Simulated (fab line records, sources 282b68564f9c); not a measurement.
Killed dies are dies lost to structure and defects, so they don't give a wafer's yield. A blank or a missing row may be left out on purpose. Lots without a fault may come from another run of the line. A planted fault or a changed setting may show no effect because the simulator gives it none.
Which tool did it? | flow rit_cmos | 14 lots, 42 wafers sampled, at 2 steps of a route of 202

WHAT THE GAUGES READ, wafer by wafer
RIT_ACTIVE_THK_MEAS_04.
lot  | measured    | on            | ACTIVE_NITRIDE_THK (nm)
L448 | day 1 18:32 | film_metro-04 | 149.7 151.0 151.0
L449 | day 1 23:33 | film_metro-04 | 148.7 151.1 150.8
L450 | day 2 04:32 | film_metro-02 | 149.0 149.4 148.9
L451 | day 2 11:34 | film_metro-01 | 151.6 150.4 152.3
L452 | day 2 16:08 | film_metro-04 | 149.8 149.3 150.2
L453 | day 2 19:33 | film_metro-04 | 149.7 148.4 149.0
L455 | day 3 05:32 | film_metro-02 | 151.4 151.0 149.2
L457 | day 3 15:37 | film_metro-04 | 185.0 184.3 184.8
L461 | day 4 12:15 | film_metro-02 | 188.8 188.5 188.0
L463 | day 4 23:09 | film_metro-01 | 149.3 150.0 150.0
L467 | day 5 17:46 | film_metro-02 | 147.0 148.3 147.7
L468 | day 5 22:32 | film_metro-01 | 150.6 149.8 149.1
L469 | day 6 04:19 | film_metro-02 | 149.7 150.6 150.3
L470 | day 6 09:26 | film_metro-02 | 149.2 148.6 149.6

WHICH TOOL RAN EACH LOT (tool, then ch and the chambers of the sampled wafers, then the start)
lot  | RIT_ACTIVE_CVD_03
L448 | lpcvd-02 ch 1, day 1 17:07
L449 | lpcvd-01 ch 1, day 1 22:07
L450 | lpcvd-01 ch 0, day 2 03:07
L451 | lpcvd-01 ch 0, day 2 09:27
L452 | lpcvd-01 ch 1, day 2 14:00
L453 | lpcvd-02 ch 1, day 2 18:07
L455 | lpcvd-02 ch 0, day 3 04:07
L457 | lpcvd-02 ch 0, day 3 14:12
L461 | lpcvd-02 ch 1, day 4 10:07
L463 | lpcvd-01 ch 0, day 4 21:44
L467 | lpcvd-01 ch 0, day 5 16:20
L468 | lpcvd-01 ch 1, day 5 21:07
L469 | lpcvd-01 ch 0, day 6 02:10
L470 | lpcvd-01 ch 0, day 6 07:18
- RIT_ACTIVE_CVD_03: deposits Si3N4 from SiH2Cl2/NH3, target thk 150 nm, time 1500 s.

WHAT THE TOOLS THEMSELVES READ (means of the sampled wafers that have a number; where no wafer has one, the mark that the record gives instead)
RIT_ACTIVE_CVD_03.
lot  | tool     | spike_tc_centre_C (C) | spike_tc_load_C (C)
L448 | lpcvd-02 | 813.8                 | 834
L449 | lpcvd-01 | 810.9                 | 833
L450 | lpcvd-01 | 813.5                 | 825
L451 | lpcvd-01 | 812.7                 | 825
L452 | lpcvd-01 | 811.0                 | 834
L453 | lpcvd-02 | 815.1                 | 833
L455 | lpcvd-02 | 813.7                 | 840
L457 | lpcvd-02 | 825.1                 | 851
L461 | lpcvd-02 | 826.2                 | 845
L463 | lpcvd-01 | 814.0                 | 825
L467 | lpcvd-01 | 814.2                 | 826
L468 | lpcvd-01 | 810.5                 | 835
L469 | lpcvd-01 | 814.3                 | 826
L470 | lpcvd-01 | 813.8                 | 825

THE ANSWER, worked out from the rows above alone
Rule: what is usual is taken from the lots themselves. Put in order of their means at a reading, lots are off if they are a third of the lots or fewer, leave a main group of 4 or more, and stand apart from it by a gap of 3 or more times the standard deviation of the main group's means; of several such gaps the widest counts. A main group whose means are all the same, to the digits that the tables above print for the reading, isn't used. A lot without any number at a reading at which 4 lots or more have one is off too. The other lots that the step has rows for count as sound. The gauges are gone through in route order, then the tools' own readings, and for those a lot's mean is taken as printed above. The first step at which some lot is off is used, and at that step the reading that is off furthest; a lot without a number counts as furthest.
Off: L457, L461, at RIT_ACTIVE_THK_MEAS_04 (ACTIVE_NITRIDE_THK). The main group: mean 149.8 nm, standard deviation 0.92.
A tool fits if, at a process step before that reading, it ran every lot that is off, and no sound lot after the first of them. The gauges at RIT_ACTIVE_THK_MEAS_04 aren't tried: what is off there is off at RIT_ACTIVE_CVD_03 too, on other tools, and a gauge's error can't cause that. One fits: lpcvd-02 at RIT_ACTIVE_CVD_03. Its last sound lot is L455 (day 3 04:07), its first lot that is off L457 (day 3 14:12): a fault that began between those two fits.
The tool's own readings at RIT_ACTIVE_CVD_03 bear it out: on the lots that are off they differ by more than 5 times the standard deviation of the sound lots' means. spike_tc_centre_C reads 825.7 C there against 813.1 C on the sound lots.

WHAT THE SIMULATOR HAD PUT IN
Process parameter drift: lpcvd-02, from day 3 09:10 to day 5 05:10, at RIT_ACTIVE_CVD_03. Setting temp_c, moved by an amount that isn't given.
Lots struck among those shown: L457, L461. The rule above found the same.
